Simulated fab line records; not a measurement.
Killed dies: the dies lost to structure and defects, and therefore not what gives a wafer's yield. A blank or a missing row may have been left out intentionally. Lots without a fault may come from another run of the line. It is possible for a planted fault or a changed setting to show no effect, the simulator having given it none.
Matching of chambers	flow ritCmos	RIT_GATE_ETCH_19 on rieSi-01 has 4 sister chambers
The step etches poly-Si in SF6/CHF3/O2, stops on SiO2, time 165 s, target depth 312.5 nm. 8 wafers are shown with their chamber, then 8 later ones without.

## WAFERS WITH THEIR CHAMBER
wafer	chamber	drypumpMotorCurrentA (A)	throttleValvePct (%)
L427.2	2	5.7	10.41
L429.2	2	5.7	10.41
L437.1	1	5.9	10.21
L437.3	0	6.5	9.98
L439.1	1	5.8	10.23
L439.2	0	6.5	9.99
L439.4	3	5.8	10.28
L441.1	3	5.8	10.25

## WAFERS WHOSE CHAMBER IS MISSING
wafer	drypumpMotorCurrentA (A)	throttleValvePct (%)
L441.3	5.7	10.41
L441.4	5.8	10.22
L443.2	5.7	10.41
L443.5	6.5	9.99
L443.6	5.8	10.23
L445.1	5.7	10.41
L445.5	5.8	10.26
L445.6	6.5	9.98

## THE CHAMBER EACH PASSED THROUGH
wafer	from the rows above	in truth
L441.3	2	2
L441.4	can't be placed: 1 or 3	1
L443.2	2	2
L443.5	0	0
L443.6	can't be placed: 1 or 3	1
L445.1	2	2
L445.5	3	3
L445.6	0	0
Correctly placed: 6 of 8. These rows do not allow placing 2 (true chamber among the candidates in 2). Number placed wrongly: 0.
How it was worked out, from the rows above alone: a wafer's distance from a chamber is the root of the sum, over the readings, of the square of ((its reading less the chamber's mean) divided by the reading's scatter). If the next closest chamber is less than 2 further off than the closest, the wafer can't be placed; otherwise it belongs to the closest. A chamber's mean is the mean of its shown wafers. The scatter: the root of (the sum of the squares of (reading less its chamber's mean) over the shown wafers, divided by (wafers less chambers)).
